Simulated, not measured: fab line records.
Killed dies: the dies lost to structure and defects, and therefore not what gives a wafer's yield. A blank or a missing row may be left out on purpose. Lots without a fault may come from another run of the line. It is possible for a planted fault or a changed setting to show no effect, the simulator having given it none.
Which tool was responsible? -- flow berkeley cmos170 -- 21 wafers from 7 lots sampled at 2 of the route's 331 steps

WHAT THE GAUGES READ, wafer by wafer
UCB170_M2_OVL_MEAS_16.
lot,measured,on,M2_OVL (nm)
L463,day 8 15:46,overlay-01,11 7 3
L466,day 9 04:26,overlay-01,-2 10 0
L467,day 9 08:04,overlay-01,0 0 -1
L470,day 10 04:07,overlay-01,225 241 245
L476,day 11 01:34,overlay-02,-2 -6 4
L482,day 12 14:56,overlay-02,-4 -14 -2
L485,day 13 09:19,overlay-02,-2 1 1

WHICH TOOL RAN EACH LOT (tool, then ch and the chambers of the sampled wafers, then the start)
lot,UCB170_M2_EXPOSE_12
L463,"krf scanner-02 ch 0, day 8 15:02"
L466,"krf scanner-02 ch 0, day 9 03:55"
L467,"krf scanner-02 ch 0, day 9 07:34"
L470,"krf scanner-02 ch 0, day 10 03:37"
L476,"krf scanner-01 ch 0, day 11 01:01"
L482,"krf scanner-01 ch 0, day 12 14:10"
L485,"krf scanner-01 ch 0, day 13 08:29"
- UCB170_M2_EXPOSE_12: exposes mask METAL2, target cd 700 nm.

THE ANSWER, worked out from the rows above alone
Rule: the lots themselves supply what counts as usual. Put in order of their means at a reading, lots are off if they are a third of the lots or fewer, leave a main group of 4 or more, and stand apart from it by a gap of 3 or more times the standard deviation of the main group's means; of several such gaps the widest counts. A main group is skipped when, at the precision printed for the reading in the tables above, its means are all equal. A lot without any number at a reading at which 4 lots or more have one is off too. Any other lot the step has rows for is counted as sound.
Off: L470, seen at UCB170_M2_OVL_MEAS_16 (M2_OVL). Mean 0 nm and standard deviation 4.1 in the main group.
If a tool, at a process step before that reading, ran all the lots that are off and no sound lot after the first of them, it fits. The gauges at UCB170_M2_OVL_MEAS_16 are tried like those tools. This does not decide it: 2 tools fit, namely krf scanner-02 at UCB170_M2_EXPOSE_12 and overlay-01 at UCB170_M2_OVL_MEAS_16.

WHAT THE SIMULATOR HAD INSERTED
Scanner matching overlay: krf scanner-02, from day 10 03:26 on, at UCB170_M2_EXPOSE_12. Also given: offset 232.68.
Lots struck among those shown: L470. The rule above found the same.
